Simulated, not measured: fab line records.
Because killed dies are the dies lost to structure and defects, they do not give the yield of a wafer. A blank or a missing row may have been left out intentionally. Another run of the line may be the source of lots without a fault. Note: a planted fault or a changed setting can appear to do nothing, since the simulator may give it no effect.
Check for tools in common + flow berkeleyCmos170 + Lots sampled 14, wafers sampled 42

== REASON IT WAS OPENED ==
UCB170_SDANNEAL_RS_MEAS_05, reading NLDD_RS: flagged on 2 of 14 lots. Wafers without a fault read 616.0 ohm/sq, standard deviation 1.4.
Rule: a lot is flagged when every wafer of it that has a number lies more than 4 standard deviations from that mean, or none has a number. The rest of the lots are taken to be sound.

| lot  | measured     | on           | NLDD_RS (ohm/sq), wafer by wafer | flag    |
|------|--------------|--------------|----------------------------------|---------|
| L428 | day 8 02:08  | filmMetro-01 | 614.6 614.9 616.6                |         |
| L429 | day 8 16:00  | filmMetro-03 | 616.1 614.9 617.2                |         |
| L430 | day 8 16:18  | filmMetro-02 | 618.1 619.0 618.9                |         |
| L434 | day 9 13:10  | filmMetro-02 | 613.5 614.1 614.3                |         |
| L432 | day 9 13:21  | filmMetro-03 | 614.4 615.4 616.9                |         |
| L435 | day 9 13:45  | filmMetro-02 | 617.4 615.0 616.6                |         |
| L431 | day 9 14:07  | filmMetro-03 | 615.4 616.4 613.7                |         |
| L441 | day 11 00:28 | filmMetro-03 | 538.3 566.7 547.5                | FLAGGED |
| L443 | day 11 00:30 | filmMetro-01 | 613.7 614.0 613.6                |         |
| L442 | day 11 00:35 | filmMetro-02 | 614.7 615.8 615.3                |         |
| L444 | day 11 06:40 | filmMetro-01 | 544.6 557.1 550.1                | FLAGGED |
| L446 | day 11 16:51 | filmMetro-02 | 614.7 615.9 615.7                |         |
| L447 | day 11 17:01 | filmMetro-01 | 614.6 616.2 614.5                |         |
| L451 | day 12 15:37 | filmMetro-02 | 614.6 615.4 613.9                |         |
The numbers of the flagged lots are 550.7 ohm/sq on average: -65.3 ohm/sq against the usual, or -47 standard deviations.

== TOOL THAT RAN EACH LOT ==
The record keeps 1 process step preceding the reading, out of 331 steps on the route. In each cell: the tool, then ch and the chambers that the sampled wafers went through, then the start.
| lot  | flag    | UCB170_NLDD_IMPLANT_09          |
|------|---------|---------------------------------|
| L428 |         | implanter-04 ch 0, day 7 12:35  |
| L429 |         | implanter-04 ch 0, day 8 05:13  |
| L430 |         | implanter-01 ch 0, day 8 05:31  |
| L434 |         | implanter-04 ch 0, day 9 00:45  |
| L432 |         | implanter-01 ch 0, day 9 00:52  |
| L435 |         | implanter-01 ch 0, day 9 01:20  |
| L431 |         | implanter-04 ch 0, day 9 01:07  |
| L441 | FLAGGED | implanter-01 ch 0, day 10 08:47 |
| L443 |         | implanter-02 ch 0, day 10 08:31 |
| L442 |         | implanter-01 ch 0, day 10 08:14 |
| L444 | FLAGGED | implanter-01 ch 0, day 10 20:01 |
| L446 |         | implanter-02 ch 0, day 11 06:19 |
| L447 |         | implanter-04 ch 0, day 11 06:02 |
| L451 |         | implanter-04 ch 0, day 12 04:45 |
These steps, and what they do:
- UCB170_NLDD_IMPLANT_09
- UCB170_SDANNEAL_RS_MEAS_05: measures by four-point-probe.

== FLAGGED AGAINST TOTAL, ONE TOOL AT A TIME (gauges that did the reading follow at the end) ==
| step                       | tool         | lots run | flagged | share of the flagged lots | sound lots run after its first flagged lot |
|----------------------------|--------------|----------|---------|---------------------------|--------------------------------------------|
| UCB170_NLDD_IMPLANT_09     | implanter-01 | 6        | 2       | all                       | 0                                          |
| UCB170_NLDD_IMPLANT_09     | implanter-02 | 2        | 0       | none                      | -                                          |
| UCB170_NLDD_IMPLANT_09     | implanter-04 | 6        | 0       | none                      | -                                          |
| UCB170_SDANNEAL_RS_MEAS_05 | filmMetro-01 | 4        | 1       | some                      | 1 (L447)                                   |
| UCB170_SDANNEAL_RS_MEAS_05 | filmMetro-02 | 6        | 0       | none                      | -                                          |
| UCB170_SDANNEAL_RS_MEAS_05 | filmMetro-03 | 4        | 1       | some                      | 0                                          |

== WHAT THE TABLE PERMITS ==
1 row of the table ran every flagged lot: implanter-01 at UCB170_NLDD_IMPLANT_09.
- implanter-01 at UCB170_NLDD_IMPLANT_09: 2 of its 6 lots flagged. Its last sound lot is L442 (day 10 08:14), its first flagged lot L441 (day 10 08:47): a fault that began between those two fits.
Just one tool remains: implanter-01 at UCB170_NLDD_IMPLANT_09.

== WHAT HAD BEEN PUT IN BY THE SIMULATOR ==
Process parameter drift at UCB170_NLDD_IMPLANT_09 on implanter-01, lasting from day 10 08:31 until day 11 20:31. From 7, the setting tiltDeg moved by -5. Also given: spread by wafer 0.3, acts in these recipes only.
Struck lots among those shown: L441, L444. This agrees with what the rule above found.
